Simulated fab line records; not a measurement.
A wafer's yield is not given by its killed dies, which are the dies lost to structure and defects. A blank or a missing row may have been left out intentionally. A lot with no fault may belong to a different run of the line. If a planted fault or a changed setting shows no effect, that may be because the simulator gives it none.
What tool caused it? | flow berkeley-cmos170 | 45 wafers from 15 lots sampled at 6 of the route's 331 steps

== WHAT THE GAUGES READ, wafer by wafer ==
UCB170_PLDD_CD_MEAS_06: target cd 1200 nm.
lot  | measured     | on        | cd-nm (nm)
L630 | day 7 19:25  | cd-sem-01 | 1201.1 1201.3 1200.0
L627 | day 7 19:42  | cd-sem-02 | 1198.0 1198.6 1199.1
L628 | day 7 20:16  | cd-sem-02 | 1199.7 1199.4 1198.9
L629 | day 7 20:23  | cd-sem-01 | 1199.8 1200.8 1200.1
L633 | day 8 04:07  | cd-sem-01 | 1202.6 1201.6 1201.5
L631 | day 8 12:45  | cd-sem-02 | 1198.9 1199.8 1199.2
L635 | day 8 13:05  | cd-sem-02 | 1198.6 1199.6 1197.9
L634 | day 8 14:10  | cd-sem-02 | 1199.5 1199.9 1200.4
L636 | day 9 00:22  | cd-sem-02 | 1197.7 1197.6 1197.5
L644 | day 10 22:50 | cd-sem-01 | 1200.9 1200.2 1200.7
L643 | day 10 23:08 | cd-sem-02 | 1202.0 1201.7 1200.4
L645 | day 10 23:32 | cd-sem-01 | 1198.9 1199.2 1199.3
L650 | day 11 13:35 | cd-sem-01 | 1202.9 1202.4 1202.1
L649 | day 11 13:59 | cd-sem-02 | 1200.2 1199.9 1198.8
L648 | day 11 14:13 | cd-sem-01 | 1200.9 1201.3 1200.9

UCB170_NSD_OVL_MEAS_07.
lot  | measured     | on         | NSD_OVL (nm)
L630 | day 8 07:53  | overlay-01 | 3 -1 -2
L627 | day 8 08:22  | overlay-01 | -8 -2 -11
L628 | day 8 08:36  | overlay-01 | -3 -5 0
L629 | day 8 09:13  | overlay-02 | 5 -7 -1
L633 | day 8 18:40  | overlay-01 | 1 -5 8
L631 | day 9 00:57  | overlay-01 | -1 2 3
L635 | day 9 01:45  | overlay-01 | -16 -6 -12
L634 | day 9 01:59  | overlay-01 | -4 -1 6
L636 | day 9 16:56  | overlay-02 | -2 1 3
L644 | day 11 10:16 | overlay-02 | 0 -5 -1
L643 | day 11 10:45 | overlay-02 | 0 8 -4
L645 | day 11 11:21 | overlay-01 | -8 -12 -4
L650 | day 12 02:55 | overlay-02 | 8 5 6
L649 | day 12 03:08 | overlay-01 | 2 12 3
L648 | day 12 02:43 | overlay-01 | 3 5 5

UCB170_SDANNEAL_RS_MEAS_04: uses a four-point probe to measure.
lot  | measured     | on            | PLDD_RS (ohm/sq)
L630 | day 8 10:47  | film-metro-01 | 1031.8 1034.0 1031.0
L627 | day 8 11:10  | film-metro-04 | 1031.4 1027.9 1027.0
L628 | day 8 11:30  | film-metro-01 | 1033.2 1029.8 1033.1
L629 | day 8 12:02  | film-metro-04 | 1034.4 1034.7 1031.0
L633 | day 8 20:26  | film-metro-01 | 1034.9 1037.6 1035.2
L631 | day 9 03:01  | film-metro-01 | 1035.0 1029.4 1029.5
L635 | day 9 03:58  | film-metro-01 | 1033.1 1032.2 1031.8
L634 | day 9 04:37  | film-metro-01 | 1033.7 1038.3 1037.7
L636 | day 9 18:42  | film-metro-04 | 1030.6 1027.5 1032.2
L644 | day 11 11:58 | film-metro-03 | 1063.8 1065.7 1066.1
L643 | day 11 12:28 | film-metro-04 | 1061.9 1064.3 1066.8
L645 | day 11 13:04 | film-metro-03 | 1061.1 1060.3 1061.5
L650 | day 12 05:08 | film-metro-01 | 1031.1 1033.7 1037.1
L649 | day 12 05:10 | film-metro-04 | 1032.6 1035.2 1034.7
L648 | day 12 04:37 | film-metro-04 | 1036.2 1039.2 1037.9

UCB170_SDANNEAL_RS_MEAS_05: uses a four-point probe to measure.
lot  | measured     | on            | NLDD_RS (ohm/sq)
L630 | day 8 10:54  | film-metro-01 | 617.2 618.0 618.3
L627 | day 8 11:17  | film-metro-04 | 616.1 617.4 617.2
L628 | day 8 11:37  | film-metro-01 | 614.9 615.5 615.8
L629 | day 8 12:09  | film-metro-04 | 616.9 616.5 615.9
L633 | day 8 20:33  | film-metro-01 | 616.0 616.7 612.9
L631 | day 9 03:08  | film-metro-01 | 616.5 616.5 615.6
L635 | day 9 04:05  | film-metro-01 | 618.1 616.2 618.0
L634 | day 9 04:44  | film-metro-01 | 615.3 617.7 616.9
L636 | day 9 18:49  | film-metro-04 | 617.8 616.8 616.2
L644 | day 11 12:05 | film-metro-03 | 621.3 622.4 622.0
L643 | day 11 12:35 | film-metro-04 | 621.2 620.0 619.9
L645 | day 11 13:11 | film-metro-03 | 619.2 618.8 620.0
L650 | day 12 05:16 | film-metro-01 | 613.9 616.0 616.6
L649 | day 12 05:17 | film-metro-04 | 615.7 617.7 617.0
L648 | day 12 04:44 | film-metro-04 | 618.3 616.9 615.9

== EACH LOT AND THE TOOL THAT RAN IT (in order: tool; ch and the chambers of the sampled wafers; start) ==
lot  | UCB170_SPACER_CVD_00            | UCB170_SPACER_ANNEAL_02
L630 | pecvd-03 ch 1,2, day 7 21:57    | furnace-02 ch 0, day 8 01:06
L627 | pecvd-02 ch 0,1,2, day 7 22:15  | furnace-02 ch 0, day 8 01:06
L628 | pecvd-03 ch 0,2, day 7 23:10    | furnace-02 ch 0, day 8 01:06
L629 | pecvd-02 ch 0,1, day 7 23:24    | furnace-02 ch 0, day 8 01:06
L633 | pecvd-04 ch 1,2, day 8 09:10    | furnace-04 ch 0, day 8 12:20
L631 | pecvd-03 ch 0,1, day 8 15:45    | furnace-02 ch 0, day 8 19:07
L635 | pecvd-02 ch 0,1,2, day 8 16:06  | furnace-02 ch 0, day 8 19:07
L634 | pecvd-04 ch 1,2, day 8 17:10    | furnace-02 ch 0, day 8 19:07
L636 | pecvd-03 ch 0,1,2, day 9 04:13  | furnace-04 ch 0, day 9 08:30
L644 | pecvd-02 ch 0,1,2, day 11 01:49 | furnace-01 ch 0, day 11 05:59
L643 | pecvd-04 ch 1,2, day 11 02:16   | furnace-01 ch 0, day 11 05:59
L645 | pecvd-02 ch 1,2, day 11 02:56   | furnace-01 ch 0, day 11 05:59
L650 | pecvd-04 ch 0,1, day 11 16:44   | furnace-02 ch 0, day 11 20:57
L649 | pecvd-03 ch 1,2, day 11 16:47   | furnace-02 ch 0, day 11 20:57
L648 | pecvd-02 ch 0,1,2, day 11 17:26 | furnace-02 ch 0, day 11 20:57
- UCB170_SPACER_CVD_00: deposits SiO2 from TEOS/O2, target thk 376 nm, time 47 s.
- UCB170_SPACER_ANNEAL_02: time 1800 s.

== WHAT THE TOOLS THEMSELVES READ (means of the sampled wafers that have a number; where no wafer has one, the mark that the record gives instead) ==
UCB170_SPACER_CVD_00.
lot  | tool     | heater-power-w (W)
L630 | pecvd-03 | 320
L627 | pecvd-02 | 239
L628 | pecvd-03 | 320
L629 | pecvd-02 | 246
L633 | pecvd-04 | 264
L631 | pecvd-03 | 247
L635 | pecvd-02 | 235
L634 | pecvd-04 | 281
L636 | pecvd-03 | 270
L644 | pecvd-02 | 254
L643 | pecvd-04 | 241
L645 | pecvd-02 | 282
L650 | pecvd-04 | 232
L649 | pecvd-03 | 328
L648 | pecvd-02 | 275

UCB170_SPACER_ANNEAL_02.
lot  | tool       | zone-power-source-pct (%)
L630 | furnace-02 | 24.2
L627 | furnace-02 | 24.2
L628 | furnace-02 | 24.1
L629 | furnace-02 | 24.3
L633 | furnace-04 | 30.4
L631 | furnace-02 | 24.2
L635 | furnace-02 | 24.4
L634 | furnace-02 | 24.3
L636 | furnace-04 | 30.5
L644 | furnace-01 | 23.2
L643 | furnace-01 | 23.1
L645 | furnace-01 | 23.3
L650 | furnace-02 | 24.0
L649 | furnace-02 | 24.2
L648 | furnace-02 | 24.5

== THE ANSWER, worked out from the rows above alone ==
Rule: what is usual is taken from the lots themselves. Put in order of their means at a reading, lots are off if they are a third of the lots or fewer, leave a main group of 4 or more, and stand apart from it by a gap of 3 or more times the standard deviation of the main group's means; of several such gaps the widest counts. Not used: any main group whose means are identical at the precision the tables above print for the reading. Also off: a lot with no number at a reading for which 4 or more lots have one. All remaining lots with rows at the step are treated as sound. First the gauges in route order, then the tools' own readings, where a lot's mean is used as printed above. At the first step where some lot is off, the reading lying furthest off is the one used; lots without a number count as furthest.
Off: L644, L643, L645, seen at UCB170_SDANNEAL_RS_MEAS_04 (PLDD_RS). Main group: mean 1033.2 ohm/sq, sd 2.5.
A tool fits if, at a process step before that reading, it ran every lot that is off, and no sound lot after the first of them. The gauges at UCB170_SDANNEAL_RS_MEAS_04 are tried like those tools. One fits: furnace-01 at UCB170_SPACER_ANNEAL_02. It ran no sound lot before its first lot that is off in this sample, so the start can't be narrowed down.

== WHAT HAD BEEN PUT IN BY THE SIMULATOR ==
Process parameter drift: furnace-01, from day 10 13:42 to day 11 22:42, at UCB170_SPACER_ANNEAL_02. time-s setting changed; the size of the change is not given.
Shown lots that were struck: L644, L643, L645. The rule above reached the same finding.
